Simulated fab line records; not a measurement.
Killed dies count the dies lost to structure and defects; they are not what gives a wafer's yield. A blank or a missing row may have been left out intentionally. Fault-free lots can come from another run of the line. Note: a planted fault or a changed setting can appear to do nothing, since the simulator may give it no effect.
A lot that was struck, set against a sound lot ; flow berkeleyCmos170 ; 18 steps out of a route of 331
Sound: the wafers L378.1, L378.4, L378.5. The struck wafers were L377.2, L377.4, L377.5. At the end, the cause is stated.
At each step with rows: each side's tool, then ch and its chambers, then its first start. Under that, the readings that differ: sound wafers ; struck wafers ; difference of the means ; sigmas: that difference in standard deviations of wafers without a fault.
alike: same words and numbers on both sides, and readings whose means sit less than 2 such deviations apart. not compared: any withheld reading, any reading some wafer has no value for, any bound like >300 that may hide the same value, and any number with overlapping values for which the record gives no deviation.
Wherever a step has rows on one side only, a row that says differs or no value, or a row with sigmas, the two part there. Non-overlapping numbers with no deviation appear without sigmas and do not part them. Lack of a reading on every wafer of one side parts them only where that side has two or more wafers.

UCB170_PVT_STRIP_08: strips in O2.
  sound on plasmaAsher-04 ch 0, day 8 15:22; struck on plasmaAsher-04 ch 0,1, day 8 05:56
  alike: drypumpMotorCurrentA, o2FlowSccm, oesProductAu, stripTimeToEndpointS
  not compared: rfHoursCounterH
UCB170_PVT_TW_MEAS_09:
  struck on filmMetro-01, day 8 06:02; sound on filmMetro-01, day 8 15:28
  alike: PVT_TW
then, 1 step without rows for these wafers: UCB170_GATE_WET_ETCH_00 (etches SiO2 in dHF, time 200 s).
UCB170_FIELD_THK_MEAS_91:
  struck on filmMetro-02, day 8 06:10; sound on filmMetro-02, day 8 15:35
  alike: FIELD_OXIDE_LEFT_2_THK
then, 1 step without rows for these wafers: UCB170_GATE_OXIDATION_01 (target thk 6.6 nm, ox time 1800 s).
UCB170_GATE_THK_MEAS_02:
  struck on filmMetro-03, day 8 09:20; sound on filmMetro-03, day 8 21:24
  alike: GATE_OXIDE_THK
then, 2 steps without rows for these wafers: UCB170_GATE_ANNEAL_03 (time 1800 s); UCB170_GATE_CVD_04 (deposits poly-Si from SiH4, time 1440 s, target thk 214 nm).
UCB170_GATE_THK_MEAS_05:
  struck on filmMetro-03, day 8 14:37; sound on filmMetro-04, day 9 03:19
  alike: GATE_POLY_THK
then, 3 steps without rows for these wafers: UCB170_GATE_COAT_06; UCB170_GATE_COAT_07 (resist thk 900 nm); UCB170_GATE_SOFTBAKE_08 (time 60 s).
UCB170_GATE_EXPOSE_09: exposes mask POLY, target cd 350 nm.
  sound on krfScanner-02 ch 0, day 9 04:21; struck on krfScanner-01 ch 0, day 8 16:08
reading;sound;struck;difference;sigmas
model.GATE.overlayXNm (nm);1.913 1.913 1.913;314.6 314.6 314.6;+312.7;
  alike: mask, exposureDoseMJCm2
then, 2 steps without rows for these wafers: UCB170_GATE_PEB_10; UCB170_GATE_DEVELOP_11 (develop time 45 s).
UCB170_GATE_CD_MEAS_12: target cd 350 nm.
  struck on cdSem-02, day 8 16:38; sound on cdSem-02, day 9 05:20
  alike: cdNm
UCB170_GATE_OVL_MEAS_13:
  struck on overlay-01, day 8 16:57; sound on overlay-02, day 9 05:27
reading;sound;struck;difference;sigmas
GATE_OVL (nm);3 0 -3;317 312 324;+318;+68
  not compared: hold
UCB170_M3_PROBE_99:
  the record holds rows for the sound wafers here (prober-01, day 11 01:00) but none for the struck ones

## WHERE THEY PART
Last at UCB170_M3_PROBE_99 as far as this record goes, first at UCB170_GATE_OVL_MEAS_13.

WHY: whatever the simulator had introduced
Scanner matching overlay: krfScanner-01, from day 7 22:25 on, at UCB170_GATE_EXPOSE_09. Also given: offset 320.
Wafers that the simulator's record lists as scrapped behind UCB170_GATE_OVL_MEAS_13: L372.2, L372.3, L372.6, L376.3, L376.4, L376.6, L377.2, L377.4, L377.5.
